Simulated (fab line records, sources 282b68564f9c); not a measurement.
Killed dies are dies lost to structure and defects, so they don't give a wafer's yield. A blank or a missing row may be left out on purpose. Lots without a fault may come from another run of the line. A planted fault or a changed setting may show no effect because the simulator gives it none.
A struck lot beside a sound one | flow rit_cmos | 42 steps out of a route of 202
Sound: wafers L426.2, L426.4, L426.6. Struck: wafers L439.2, L439.5, L439.6. The cause comes at the end.
At each step with rows: each side's tool, then ch and its chambers, then its first start. Under that, the readings that differ: sound wafers | struck wafers | difference of the means | sigmas: that difference in standard deviations of wafers without a fault.
alike: readings whose means differ by less than 2 such deviations, and words and numbers that are the same on both sides. not compared: withheld readings, readings that some wafer has no value for, bounds like >300 that may hide the same value, and numbers for which the record gives no deviation and whose values overlap.
The two part at a step that has a row with sigmas, a row that says differs or no value, or rows on one side only. Numbers that don't overlap but have no deviation are shown without sigmas and don't part them. A reading that every wafer of one side lacks parts them only if that side has two wafers or more.

first, 2 steps without rows for these wafers: RIT_NWELL_HARDBAKE_07 (time 120 s); RIT_NWELL_IMPLANT_08.
RIT_NWELL_STRIP_09: strips in O2, time 180 s.
  sound on plasma_asher-04 ch 0, day 2 19:38; struck on plasma_asher-04 ch 0,1, day 5 13:04
  alike: chamber_pressure_mTorr, drypump_motor_current_A, o2_flow_sccm
  not compared: rf_hours_counter_h
RIT_NWELL_TW_MEAS_10:
  sound on film_metro-02, day 2 19:49; struck on film_metro-03, day 5 13:15
  alike: NWELL_TW
then, 6 steps without rows for these wafers: RIT_PWELL_HMDS_00 (prime time 60 s); RIT_PWELL_COAT_01 (resist thk 1300 nm); RIT_PWELL_SOFTBAKE_02 (time 60 s); RIT_PWELL_EXPOSE_03 (exposes mask M3, target cd 43700 nm); RIT_PWELL_PEB_04; RIT_PWELL_DEVELOP_05 (develop time 68 s).
RIT_PWELL_OVL_MEAS_06:
  sound on overlay-02, day 2 20:46; struck on overlay-01, day 5 14:11
  reading        | sound       | struck         | difference | sigmas
  PWELL_OVL (nm) | 0.1 1.7 0.5 | -2.4 -2.5 -3.0 | -3.4       | -3
then, 1 step without rows for these wafers: RIT_PWELL_HARDBAKE_07 (time 120 s).
RIT_PWELL_IMPLANT_08:
  sound on implanter-04 ch 0, day 2 21:04; struck on implanter-04 ch 0, day 5 14:29
  reading            | sound                         | struck                      | difference | sigmas
  dose_ions_cm2      | 7.006e+13 6.992e+13 6.997e+13 | 7.7e+13 7.698e+13 7.691e+13 | +7.0e+12   | +99 or more
  faraday_current_uA | 221 227 224                   | 250 246 243                 | +22        | +5
RIT_PWELL_STRIP_09: strips in O2, time 180 s.
  sound on plasma_asher-02 ch 0, day 2 21:11; struck on plasma_asher-04 ch 0,1, day 5 14:37
  alike: chamber_pressure_mTorr, drypump_motor_current_A, o2_flow_sccm
  not compared: rf_hours_counter_h
RIT_PWELL_TW_MEAS_10:
  sound on film_metro-03, day 2 21:22; struck on film_metro-02, day 5 15:02
  reading  | sound       | struck      | difference | sigmas
  PWELL_TW | 949 941 946 | 978 982 982 | +35        | +5
  not compared: hold
RIT_WELLDRIVE_RS_MEAS_01: measures by four-point-probe.
  sound on film_metro-01, day 3 08:23; struck on film_metro-03, day 5 23:58
  reading           | sound             | struck            | difference | sigmas
  NWELL_RS (ohm/sq) | 275.5 275.3 274.7 | 277.6 276.7 277.1 | +2.0       | +3
RIT_WELLDRIVE_RS_MEAS_02: measures by four-point-probe.
  sound on film_metro-01, day 3 08:31; struck on film_metro-03, day 6 00:26
  reading           | sound             | struck            | difference | sigmas
  PWELL_RS (ohm/sq) | 431.8 431.0 430.8 | 405.4 404.5 405.0 | -26.2      | -24
  not compared: hold
then, 5 steps without rows for these wafers: RIT_NRETRO_COAT_01 (resist thk 1319 nm); RIT_NRETRO_SOFTBAKE_02 (time 60 s); RIT_NRETRO_EXPOSE_03 (exposes mask M4, target cd 43900 nm); RIT_NRETRO_PEB_04; RIT_NRETRO_DEVELOP_05 (develop time 68 s).
RIT_NRETRO_OVL_MEAS_06:
  sound on overlay-02, day 3 09:30; struck on overlay-01, day 6 05:19
  alike: NRETRO_OVL
then, 2 steps without rows for these wafers: RIT_NRETRO_HARDBAKE_07 (time 120 s); RIT_NRETRO_IMPLANT_08.
RIT_NRETRO_STRIP_09: strips in O2, time 180 s.
  sound on plasma_asher-04 ch 0,1, day 3 09:56; struck on plasma_asher-01 ch 0,1, day 6 05:51
  alike: chamber_pressure_mTorr, drypump_motor_current_A, o2_flow_sccm
  not compared: rf_hours_counter_h
RIT_NRETRO_TW_MEAS_10:
  sound on film_metro-03, day 3 10:07; struck on film_metro-03, day 6 06:02
  alike: NRETRO_TW
then, 6 steps without rows for these wafers: RIT_PRETRO_HMDS_00 (prime time 60 s); RIT_PRETRO_COAT_01 (resist thk 1300 nm); RIT_PRETRO_SOFTBAKE_02 (time 60 s); RIT_PRETRO_EXPOSE_03 (exposes mask M5, target cd 43700 nm); RIT_PRETRO_PEB_04; RIT_PRETRO_DEVELOP_05 (develop time 68 s).
RIT_PRETRO_OVL_MEAS_06:
  sound on overlay-01, day 3 11:10; struck on overlay-02, day 6 07:34
  alike: PRETRO_OVL
then, 2 steps without rows for these wafers: RIT_PRETRO_HARDBAKE_07 (time 120 s); RIT_PRETRO_IMPLANT_08.
RIT_PRETRO_STRIP_09: strips in O2, time 180 s.
  sound on plasma_asher-02 ch 0,1, day 3 11:36; struck on plasma_asher-02 ch 0,1, day 6 07:59
  alike: chamber_pressure_mTorr, drypump_motor_current_A, o2_flow_sccm
  not compared: rf_hours_counter_h
RIT_PRETRO_TW_MEAS_10:
  sound on film_metro-04, day 3 11:47; struck on film_metro-02, day 6 08:11
  alike: PRETRO_TW
then, 2 steps without rows for these wafers: RIT_GATE_WET_ETCH_00 (etches SiO2 in BOE, target depth 56 nm, time 60 s); RIT_GATE_CLEAN_01 (cleans in SC1, time 600 s).
RIT_GATE_OXIDATION_05: target thk 3 nm, ox time 270 s.
  sound on furnace-03 ch 0, day 3 14:11; struck on furnace-01 ch 0, day 6 09:36
  not compared: model.SiO2_of_GATE_OXIDATION_05.thk_nm
RIT_M1_PROBE_99:
  the record has rows for the struck wafers here (prober-01, day 7 13:28) and none for the sound ones

WHERE THEY PART
First at RIT_PWELL_OVL_MEAS_06; last, within this record, at RIT_M1_PROBE_99.

WHY: what the simulator had put in
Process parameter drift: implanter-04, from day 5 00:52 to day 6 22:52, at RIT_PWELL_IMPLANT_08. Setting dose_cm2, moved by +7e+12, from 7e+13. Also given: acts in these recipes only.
